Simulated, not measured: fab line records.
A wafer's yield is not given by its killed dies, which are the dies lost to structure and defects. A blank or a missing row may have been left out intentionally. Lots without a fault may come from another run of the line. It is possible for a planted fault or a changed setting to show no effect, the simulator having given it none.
2 desks, one fault :: flow rit-cmos :: numbers are kept per desk, each desk with only its own; the story behind them comes last

== DESK OF THE TOOL OWNER: lpcvd-02 ==
The tool's own readings at RIT_ACTIVE_CVD_03 (deposits Si3N4 from SiH2Cl2/NH3, target thk 150 nm, time 1500 s): means of the sampled wafers that have a number, for each lot that ran on this tool. The brackets show how far a lot's mean lies from the usual mean; more than 4 standard deviations puts the lot out of limits, marked OUT.
Columns: A = zone-power-load-pct at RIT_ACTIVE_CVD_03, usual 20.5 %
lot: L582
first seen here: day 1 12:56
A: 18.6

lot: L584
first seen here: day 1 23:11
A: 18.5

lot: L586
first seen here: day 2 10:18
A: 18.6

lot: L587
first seen here: day 2 14:37
A: 18.6

lot: L590
first seen here: day 3 06:46
A: 18.6

lot: L592
first seen here: day 3 15:13
A: 18.5

lot: L593
first seen here: day 3 19:57
A: 19.2
This desk's verdict: no lot among the 7 shows anything out of limits.

== METROLOGY DESK ==
What the gauges read for every lot (on any tool): the sampled wafers with a number, averaged. The brackets show how far a lot's mean lies from the usual mean; more than 4 standard deviations puts the lot out of limits, marked OUT.
Columns: A = ACTIVE_NITRIDE_THK at RIT_ACTIVE_THK_MEAS_04, usual 151.2 nm; B = NRETRO_OVL at RIT_NRETRO_OVL_MEAS_06, usual 1.1 nm
lot: L582
first seen here: day 1 15:04
A: 148.7
B: 2.4

lot: L583
first seen here: day 1 18:32
A: 148.5
B: 1.0

lot: L584
first seen here: day 2 00:36
A: 151.1
B: 0.0

lot: L585
first seen here: day 2 04:49
A: 149.6
B: 1.2

lot: L586
first seen here: day 2 11:43
A: 149.6
B: 1.6

lot: L587
first seen here: day 2 16:02
A: 151.0
B: -0.2

lot: L589
first seen here: day 3 03:07
A: 150.7
B: 1.2

lot: L590
first seen here: day 3 08:12
A: 149.5
B: 1.0

lot: L591
first seen here: day 3 13:38
A: 151.7
B: -1.3

lot: L592
first seen here: day 3 16:39
A: 152.9
B: 0.1

lot: L593
first seen here: day 3 21:23
A: 195.5 (+30) OUT
B: 2.3

lot: L595
first seen here: day 4 06:51
A: 151.7
B: 0.6

lot: L601
first seen here: day 5 13:46
A: 152.5
B: 2.0
This desk finds L593 out of limits, with the earliest case on L593 at day 3 21:23 (ACTIVE_NITRIDE_THK at RIT_ACTIVE_THK_MEAS_04). In limits: L582, L583, L584, L585, L586, L587, L589, L590, L591, L592, L595, L601.

== BROUGHT TOGETHER ==
Metrology desk: alarm possible at day 3 21:23 on L593.
The tool owner's desk saw nothing out of limits.
On record at the tool owner's desk: L593, within its limits.
Of the lots named, all ran RIT_ACTIVE_CVD_03 on lpcvd-02.

== WHAT THE SIMULATOR HAD PUT IN ==
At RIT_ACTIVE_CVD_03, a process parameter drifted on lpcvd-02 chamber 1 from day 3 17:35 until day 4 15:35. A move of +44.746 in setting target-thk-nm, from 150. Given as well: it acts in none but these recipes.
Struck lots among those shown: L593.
Delay in hours, fault start to first out-of-limits reading, per desk: metrology desk 4.
